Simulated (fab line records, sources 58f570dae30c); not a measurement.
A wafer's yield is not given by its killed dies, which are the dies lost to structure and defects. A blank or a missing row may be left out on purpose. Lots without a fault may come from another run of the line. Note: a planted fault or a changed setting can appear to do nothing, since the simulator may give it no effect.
Which tool was responsible?	flow berkeley cmos170	Sampling: 7 lots, 21 wafers, 3 of 331 route steps

WHAT EACH GAUGE READ, for each wafer
UCB170_V2_BOW_MEAS_03.
lot	measured	on	V2_BOW (um)
L587	day 8 22:40	film metro-03	26 41 46
L592	day 10 20:52	film metro-01	35 31 33
L593	day 10 18:43	film metro-01	36 49 41
L594	day 10 20:32	film metro-01	36 45 37
L600	day 11 16:29	film metro-03	33 37 43
L604	day 13 18:08	film metro-04	34 40 29
L607	day 14 08:12	film metro-01	36 34 29

TOOL THAT RAN EACH LOT (tool first, then ch and the chambers of the sampled wafers, then the start)
lot	UCB170_NWELL_STRIP_15	UCB170_SDANNEAL_RTA_01
L587	plasma asher-04 ch 0,1, day 3 06:30	rtp anneal-02 ch 0, day 8 00:56
L592	plasma asher-01 ch 0,1, day 4 05:18	rtp anneal-01 ch 0, day 9 20:34
L593	plasma asher-01 ch 0,1, day 4 11:31	rtp anneal-02 ch 0, day 9 20:05
L594	plasma asher-02 ch 0,1, day 4 12:04	rtp anneal-01 ch 0, day 9 19:25
L600	plasma asher-01 ch 0,1, day 5 06:58	rtp anneal-01 ch 0, day 10 22:47
L604	plasma asher-04 ch 0,1, day 6 13:50	rtp anneal-01 ch 0, day 12 21:05
L607	plasma asher-04 ch 0,1, day 7 05:26	rtp anneal-01 ch 0, day 13 14:05
- UCB170_NWELL_STRIP_15: strips in O2.
- UCB170_SDANNEAL_RTA_01: time 5 s.

THE ANSWER, worked out from the rows above alone
Rule: the lots themselves supply what counts as usual. The widest of any qualifying gaps counts: lots, ordered by their means at a reading, are off when they make up no more than a third of the lots, leave a main group of 4 or more, and stand apart from it by 3 or more times the standard deviation of that group's means. The tables above print the reading to a certain number of digits; a main group whose means all agree to those digits is not used. A lot without any number at a reading at which 4 lots or more have one is off too. The other lots that the step has rows for count as sound.
Across all readings shown, no lot is off: no conclusion can be drawn from this.

WHAT WAS PUT IN BY THE SIMULATOR
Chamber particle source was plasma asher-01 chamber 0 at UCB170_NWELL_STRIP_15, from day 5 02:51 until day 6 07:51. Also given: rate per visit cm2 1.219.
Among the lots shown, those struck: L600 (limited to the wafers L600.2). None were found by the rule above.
